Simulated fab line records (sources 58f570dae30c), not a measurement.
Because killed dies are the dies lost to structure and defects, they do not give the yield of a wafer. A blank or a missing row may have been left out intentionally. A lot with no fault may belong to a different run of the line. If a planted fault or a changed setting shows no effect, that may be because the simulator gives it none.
Which tool did it? / flow berkeley cmos170 / 14 lots, 42 wafers sampled, at 5 steps of a route of 331

## WHAT THE GAUGES READ, wafer by wafer
UCB170_M2_RS_MEAS_02: a four-point-probe measurement. Usual: M2_AL_RS gives 0.0322 ohm/sq (standard deviation 0.00032).
lot=L392; measured=day 8 05:35; on=film metro-04; M2_AL_RS (ohm/sq)=0.0323 0.0322 0.0323; flag=
lot=L393; measured=day 8 05:41; on=film metro-03; M2_AL_RS (ohm/sq)=0.0322 0.0325 0.0322; flag=
lot=L396; measured=day 8 23:55; on=film metro-02; M2_AL_RS (ohm/sq)=0.0320 0.0321 0.0321; flag=
lot=L395; measured=day 8 23:32; on=film metro-04; M2_AL_RS (ohm/sq)=0.0323 0.0325 0.0324; flag=
lot=L398; measured=day 9 06:55; on=film metro-04; M2_AL_RS (ohm/sq)=0.0325 0.0324 0.0324; flag=
lot=L397; measured=day 9 09:46; on=film metro-04; M2_AL_RS (ohm/sq)=0.0327 0.0327 0.0323; flag=
lot=L400; measured=day 9 10:00; on=film metro-02; M2_AL_RS (ohm/sq)=0.0325 0.0326 0.0323; flag=
lot=L401; measured=day 9 19:24; on=film metro-03; M2_AL_RS (ohm/sq)=0.0317 0.0317 0.0318; flag=
lot=L402; measured=day 10 02:32; on=film metro-04; M2_AL_RS (ohm/sq)=0.0322 0.0323 0.0322; flag=
lot=L405; measured=day 10 14:26; on=film metro-03; M2_AL_RS (ohm/sq)=0.0319 0.0319 0.0319; flag=
lot=L409; measured=day 11 14:34; on=film metro-02; M2_AL_RS (ohm/sq)=0.0320 0.0321 0.0320; flag=
lot=L408; measured=day 11 14:59; on=film metro-03; M2_AL_RS (ohm/sq)=0.0324 0.0327 0.0326; flag=
lot=L410; measured=day 11 14:46; on=film metro-04; M2_AL_RS (ohm/sq)=0.0315 0.0315 0.0316; flag=
lot=L412; measured=day 12 04:14; on=film metro-03; M2_AL_RS (ohm/sq)=0.0320 0.0323 0.0323; flag=

## WHICH TOOL RAN EACH LOT (tool, then ch and the chambers of the sampled wafers, then the start)
lot=L392; UCB170_CONTACT_RTA_08=rtp anneal-01 ch 0, day 7 17:34; UCB170_M1_STRIP_13=plasma asher-04 ch 0,1, day 7 22:11; UCB170_V1_ETCH_14=rie diel-04 ch 1,2,3, day 8 05:02; UCB170_V1_STRIP_15=plasma asher-02 ch 0,1, day 8 05:13
lot=L393; UCB170_CONTACT_RTA_08=rtp anneal-02 ch 0, day 7 17:44; UCB170_M1_STRIP_13=plasma asher-03 ch 1, day 7 22:19; UCB170_V1_ETCH_14=rie diel-03 ch 1,2,3, day 8 05:08; UCB170_V1_STRIP_15=plasma asher-01 ch 0, day 8 05:19
lot=L396; UCB170_CONTACT_RTA_08=rtp anneal-01 ch 0, day 8 09:37; UCB170_M1_STRIP_13=plasma asher-01 ch 0,1, day 8 15:09; UCB170_V1_ETCH_14=rie diel-04 ch 1,2, day 8 23:20; UCB170_V1_STRIP_15=plasma asher-01 ch 0,1, day 8 23:31
lot=L395; UCB170_CONTACT_RTA_08=rtp anneal-02 ch 0, day 8 11:47; UCB170_M1_STRIP_13=plasma asher-03 ch 0, day 8 17:30; UCB170_V1_ETCH_14=rie diel-02 ch 0,2,3, day 8 22:58; UCB170_V1_STRIP_15=plasma asher-02 ch 0,1, day 8 23:08
lot=L398; UCB170_CONTACT_RTA_08=rtp anneal-02 ch 0, day 8 19:55; UCB170_M1_STRIP_13=plasma asher-03 ch 0,1, day 8 23:20; UCB170_V1_ETCH_14=rie diel-04 ch 2,3, day 9 06:17; UCB170_V1_STRIP_15=plasma asher-02 ch 0,1, day 9 06:28
lot=L397; UCB170_CONTACT_RTA_08=rtp anneal-02 ch 0, day 8 21:50; UCB170_M1_STRIP_13=plasma asher-04 ch 0,1, day 9 02:10; UCB170_V1_ETCH_14=rie diel-04 ch 0,1,2, day 9 09:06; UCB170_V1_STRIP_15=plasma asher-02 ch 0,1, day 9 09:17
lot=L400; UCB170_CONTACT_RTA_08=rtp anneal-01 ch 0, day 8 21:50; UCB170_M1_STRIP_13=plasma asher-03 ch 1, day 9 02:17; UCB170_V1_ETCH_14=rie diel-02 ch 0,2,3, day 9 09:25; UCB170_V1_STRIP_15=plasma asher-01 ch 0,1, day 9 09:35
lot=L401; UCB170_CONTACT_RTA_08=rtp anneal-01 ch 0, day 9 09:10; UCB170_M1_STRIP_13=plasma asher-01 ch 0,1, day 9 12:43; UCB170_V1_ETCH_14=rie diel-04 ch 0,2,3, day 9 18:49; UCB170_V1_STRIP_15=plasma asher-03 ch 0,1, day 9 19:02
lot=L402; UCB170_CONTACT_RTA_08=rtp anneal-02 ch 0, day 9 12:58; UCB170_M1_STRIP_13=plasma asher-01 ch 0,1, day 9 19:12; UCB170_V1_ETCH_14=rie diel-04 ch 1,2,3, day 10 02:01; UCB170_V1_STRIP_15=plasma asher-02 ch 0,1, day 10 02:08
lot=L405; UCB170_CONTACT_RTA_08=rtp anneal-01 ch 0, day 10 00:57; UCB170_M1_STRIP_13=plasma asher-03 ch 0,1, day 10 04:29; UCB170_V1_ETCH_14=rie diel-04 ch 0,1,2, day 10 13:55; UCB170_V1_STRIP_15=plasma asher-02 ch 0,1, day 10 14:02
lot=L409; UCB170_CONTACT_RTA_08=rtp anneal-01 ch 0, day 10 22:13; UCB170_M1_STRIP_13=plasma asher-03 ch 0,1, day 11 01:17; UCB170_V1_ETCH_14=rie diel-03 ch 0,3, day 11 13:58; UCB170_V1_STRIP_15=plasma asher-01 ch 0,1, day 11 14:10
lot=L408; UCB170_CONTACT_RTA_08=rtp anneal-02 ch 0, day 10 22:40; UCB170_M1_STRIP_13=plasma asher-01 ch 0,1, day 11 02:19; UCB170_V1_ETCH_14=rie diel-04 ch 0,1,3, day 11 14:26; UCB170_V1_STRIP_15=plasma asher-02 ch 0,1, day 11 14:37
lot=L410; UCB170_CONTACT_RTA_08=rtp anneal-01 ch 0, day 10 23:59; UCB170_M1_STRIP_13=plasma asher-04 ch 0,1, day 11 03:19; UCB170_V1_ETCH_14=rie diel-02 ch 0,3, day 11 14:13; UCB170_V1_STRIP_15=plasma asher-03 ch 0,1, day 11 14:24
lot=L412; UCB170_CONTACT_RTA_08=rtp anneal-01 ch 0, day 11 14:04; UCB170_M1_STRIP_13=plasma asher-04 ch 0,1, day 11 18:22; UCB170_V1_ETCH_14=rie diel-02 ch 2,3, day 12 03:41; UCB170_V1_STRIP_15=plasma asher-03 ch 0,1, day 12 03:52
- UCB170_CONTACT_RTA_08: time 10 s.
- UCB170_M1_STRIP_13: strips in O2.
- UCB170_V1_ETCH_14: etches SiO2 in CHF3/CF4/Ar, stops on Al, target depth 1250 nm, time 291 s.
- UCB170_V1_STRIP_15: strips in O2.

## WHAT THE TOOLS THEMSELVES READ (means of the sampled wafers that have a number; where no wafer has one, the mark that the record gives instead)
UCB170_CONTACT_RTA_08. Usual: anneal temp c max 903.5, standard deviation 1.2; lamp power pct 28.5 %, standard deviation 1.7; wafer_temp_C_max 903.9, standard deviation 0.82.
lot=L392; tool=rtp anneal-01; anneal temp c max=904.9; lamp power pct (%)=27.0; wafer_temp_C_max=904.1; flag=
lot=L393; tool=rtp anneal-02; anneal temp c max=902.6; lamp power pct (%)=30.4; wafer_temp_C_max=902.7; flag=
lot=L396; tool=rtp anneal-01; anneal temp c max=904.4; lamp power pct (%)=26.9; wafer_temp_C_max=903.9; flag=
lot=L395; tool=rtp anneal-02; anneal temp c max=902.1; lamp power pct (%)=30.4; wafer_temp_C_max=903.7; flag=
lot=L398; tool=rtp anneal-02; anneal temp c max=901.9; lamp power pct (%)=30.4; wafer_temp_C_max=903.9; flag=
lot=L397; tool=rtp anneal-02; anneal temp c max=902.5; lamp power pct (%)=30.4; wafer_temp_C_max=903.8; flag=
lot=L400; tool=rtp anneal-01; anneal temp c max=904.5; lamp power pct (%)=26.9; wafer_temp_C_max=904.6; flag=
lot=L401; tool=rtp anneal-01; anneal temp c max=904.6; lamp power pct (%)=26.9; wafer_temp_C_max=904.6; flag=
lot=L402; tool=rtp anneal-02; anneal temp c max=902.6; lamp power pct (%)=30.4; wafer_temp_C_max=904.4; flag=
lot=L405; tool=rtp anneal-01; anneal temp c max=904.7; lamp power pct (%)=26.9; wafer_temp_C_max=904.1; flag=
lot=L409; tool=rtp anneal-01; anneal temp c max=904.6; lamp power pct (%)=26.9; wafer_temp_C_max=904.3; flag=
lot=L408; tool=rtp anneal-02; anneal temp c max=901.9; lamp power pct (%)=30.4; wafer_temp_C_max=903.4; flag=
lot=L410; tool=rtp anneal-01; anneal temp c max=903.9; lamp power pct (%)=26.9; wafer_temp_C_max=903.9; flag=
lot=L412; tool=rtp anneal-01; anneal temp c max=904.5; lamp power pct (%)=27.0; wafer_temp_C_max=904.5; flag=

UCB170_M1_STRIP_13. Usual: drypump motor current A 5.6 A, standard deviation 0.48; o2 flow sccm 400.0 sccm, standard deviation 1.3; oes product au 0.720 a.u., standard deviation 0.0049.
lot=L392; tool=plasma asher-04; drypump motor current A (A)=6.0; o2 flow sccm (sccm)=399.9; oes product au (a.u.)=0.717; flag=
lot=L393; tool=plasma asher-03; drypump motor current A (A)=5.3; o2 flow sccm (sccm)=399.2; oes product au (a.u.)=0.715; flag=
lot=L396; tool=plasma asher-01; drypump motor current A (A)=5.5; o2 flow sccm (sccm)=398.6; oes product au (a.u.)=0.718; flag=
lot=L395; tool=plasma asher-03; drypump motor current A (A)=5.2; o2 flow sccm (sccm)=401.2; oes product au (a.u.)=0.720; flag=
lot=L398; tool=plasma asher-03; drypump motor current A (A)=5.2; o2 flow sccm (sccm)=400.1; oes product au (a.u.)=0.719; flag=
lot=L397; tool=plasma asher-04; drypump motor current A (A)=6.1; o2 flow sccm (sccm)=399.8; oes product au (a.u.)=0.719; flag=
lot=L400; tool=plasma asher-03; drypump motor current A (A)=5.3; o2 flow sccm (sccm)=400.6; oes product au (a.u.)=0.724; flag=
lot=L401; tool=plasma asher-01; drypump motor current A (A)=5.9; o2 flow sccm (sccm)=401.0; oes product au (a.u.)=0.724; flag=
lot=L402; tool=plasma asher-01; drypump motor current A (A)=5.5; o2 flow sccm (sccm)=400.8; oes product au (a.u.)=0.719; flag=
lot=L405; tool=plasma asher-03; drypump motor current A (A)=5.3; o2 flow sccm (sccm)=400.0; oes product au (a.u.)=0.721; flag=
lot=L409; tool=plasma asher-03; drypump motor current A (A)=5.2; o2 flow sccm (sccm)=401.2; oes product au (a.u.)=0.719; flag=
lot=L408; tool=plasma asher-01; drypump motor current A (A)=5.5; o2 flow sccm (sccm)=398.9; oes product au (a.u.)=0.719; flag=
lot=L410; tool=plasma asher-04; drypump motor current A (A)=6.1; o2 flow sccm (sccm)=399.5; oes product au (a.u.)=0.714; flag=
lot=L412; tool=plasma asher-04; drypump motor current A (A)=6.2; o2 flow sccm (sccm)=401.3; oes product au (a.u.)=0.716; flag=

UCB170_V1_ETCH_14. Usual: drypump motor current A 5.9 A, standard deviation 0.54; oes product au 0.876 a.u., standard deviation 0.014; run length s 319.3 s, standard deviation 0.46; throttle valve pct 6.94 %, standard deviation 0.11.
lot=L392; tool=rie diel-04; drypump motor current A (A)=6.2; oes product au (a.u.)=0.880; run length s (s)=319.3; throttle valve pct (%)=6.89; flag=
lot=L393; tool=rie diel-03; drypump motor current A (A)=5.8; oes product au (a.u.)=0.890; run length s (s)=319.6; throttle valve pct (%)=6.95; flag=
lot=L396; tool=rie diel-04; drypump motor current A (A)=6.3; oes product au (a.u.)=0.879; run length s (s)=319.2; throttle valve pct (%)=6.80; flag=
lot=L395; tool=rie diel-02; drypump motor current A (A)=5.9; oes product au (a.u.)=0.859; run length s (s)=319.3; throttle valve pct (%)=6.93; flag=
lot=L398; tool=rie diel-04; drypump motor current A (A)=6.4; oes product au (a.u.)=0.872; run length s (s)=319.5; throttle valve pct (%)=6.98; flag=
lot=L397; tool=rie diel-04; drypump motor current A (A)=5.7; oes product au (a.u.)=0.883; run length s (s)=319.1; throttle valve pct (%)=6.91; flag=
lot=L400; tool=rie diel-02; drypump motor current A (A)=5.9; oes product au (a.u.)=0.861; run length s (s)=319.2; throttle valve pct (%)=6.93; flag=
lot=L401; tool=rie diel-04; drypump motor current A (A)=5.9; oes product au (a.u.)=0.882; run length s (s)=319.4; throttle valve pct (%)=7.01; flag=
lot=L402; tool=rie diel-04; drypump motor current A (A)=6.2; oes product au (a.u.)=0.876; run length s (s)=319.6; throttle valve pct (%)=6.89; flag=
lot=L405; tool=rie diel-04; drypump motor current A (A)=5.7; oes product au (a.u.)=0.872; run length s (s)=323.3; throttle valve pct (%)=6.90; flag=OFF
lot=L409; tool=rie diel-03; drypump motor current A (A)=5.9; oes product au (a.u.)=0.885; run length s (s)=319.2; throttle valve pct (%)=7.00; flag=
lot=L408; tool=rie diel-04; drypump motor current A (A)=5.6; oes product au (a.u.)=0.873; run length s (s)=323.9; throttle valve pct (%)=7.00; flag=OFF
lot=L410; tool=rie diel-02; drypump motor current A (A)=6.4; oes product au (a.u.)=0.867; run length s (s)=319.3; throttle valve pct (%)=6.92; flag=
lot=L412; tool=rie diel-02; drypump motor current A (A)=6.3; oes product au (a.u.)=0.861; run length s (s)=319.4; throttle valve pct (%)=6.99; flag=

UCB170_V1_STRIP_15. Usual: drypump motor current A 5.6 A, standard deviation 0.51; o2 flow sccm 399.9 sccm, standard deviation 1.2; oes product au 0.722 a.u., standard deviation 0.0041; strip time to endpoint s 15.34 s, standard deviation 0.068.
lot=L392; tool=plasma asher-02; drypump motor current A (A)=5.7; o2 flow sccm (sccm)=399.6; oes product au (a.u.)=0.724; strip time to endpoint s (s)=15.41; flag=
lot=L393; tool=plasma asher-01; drypump motor current A (A)=5.1; o2 flow sccm (sccm)=399.7; oes product au (a.u.)=0.725; strip time to endpoint s (s)=15.47; flag=
lot=L396; tool=plasma asher-01; drypump motor current A (A)=5.5; o2 flow sccm (sccm)=400.0; oes product au (a.u.)=0.722; strip time to endpoint s (s)=15.30; flag=
lot=L395; tool=plasma asher-02; drypump motor current A (A)=5.7; o2 flow sccm (sccm)=399.1; oes product au (a.u.)=0.724; strip time to endpoint s (s)=15.25; flag=
lot=L398; tool=plasma asher-02; drypump motor current A (A)=5.7; o2 flow sccm (sccm)=399.3; oes product au (a.u.)=0.722; strip time to endpoint s (s)=15.20; flag=
lot=L397; tool=plasma asher-02; drypump motor current A (A)=6.0; o2 flow sccm (sccm)=398.8; oes product au (a.u.)=0.721; strip time to endpoint s (s)=15.29; flag=
lot=L400; tool=plasma asher-01; drypump motor current A (A)=5.8; o2 flow sccm (sccm)=399.4; oes product au (a.u.)=0.722; strip time to endpoint s (s)=15.31; flag=
lot=L401; tool=plasma asher-03; drypump motor current A (A)=5.2; o2 flow sccm (sccm)=400.2; oes product au (a.u.)=0.721; strip time to endpoint s (s)=15.30; flag=
lot=L402; tool=plasma asher-02; drypump motor current A (A)=6.0; o2 flow sccm (sccm)=399.2; oes product au (a.u.)=0.719; strip time to endpoint s (s)=15.33; flag=
lot=L405; tool=plasma asher-02; drypump motor current A (A)=6.0; o2 flow sccm (sccm)=398.6; oes product au (a.u.)=0.719; strip time to endpoint s (s)=15.22; flag=
lot=L409; tool=plasma asher-01; drypump motor current A (A)=5.9; o2 flow sccm (sccm)=400.9; oes product au (a.u.)=0.722; strip time to endpoint s (s)=15.37; flag=
lot=L408; tool=plasma asher-02; drypump motor current A (A)=5.7; o2 flow sccm (sccm)=400.9; oes product au (a.u.)=0.722; strip time to endpoint s (s)=15.21; flag=
lot=L410; tool=plasma asher-03; drypump motor current A (A)=5.3; o2 flow sccm (sccm)=399.3; oes product au (a.u.)=0.723; strip time to endpoint s (s)=15.27; flag=
lot=L412; tool=plasma asher-03; drypump motor current A (A)=5.2; o2 flow sccm (sccm)=400.0; oes product au (a.u.)=0.723; strip time to endpoint s (s)=15.33; flag=

## THE ANSWER, worked out from the rows above alone
Rule: take the mean of a lot's wafers that have a number; if it is more than 3 standard deviations from the usual mean, the lot is off. Also off: a lot with no number at a reading for which 4 or more lots have one. The other lots that the step has rows for count as sound. After the gauges, taken in route order, come the tools' own readings; for these a lot's mean is taken, as printed above. The first step at which some lot is off is used, and at that step the reading that is off furthest; a lot without a number counts as furthest.
Off: L405, L408, at UCB170_V1_ETCH_14 (run length s).
If a tool, at that step or one of the process steps before it, ran each lot that is off and ran no sound lot following the first of them, it fits. One candidate fits, namely rie diel-04 at UCB170_V1_ETCH_14. Its last sound lot is L402 (day 10 02:01), its first lot that is off L405 (day 10 13:55): a fault that began between those two fits.
The tool's own readings at UCB170_V1_ETCH_14 bear it out: on the lots that are off they differ by more than 5 times the standard deviation of the sound lots' means. run length s reads 323.6 s there against 319.3 s on the sound lots.

## WHAT THE SIMULATOR HAD PUT IN
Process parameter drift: rie diel-04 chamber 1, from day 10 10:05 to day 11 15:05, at UCB170_V1_ETCH_14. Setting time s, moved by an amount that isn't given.
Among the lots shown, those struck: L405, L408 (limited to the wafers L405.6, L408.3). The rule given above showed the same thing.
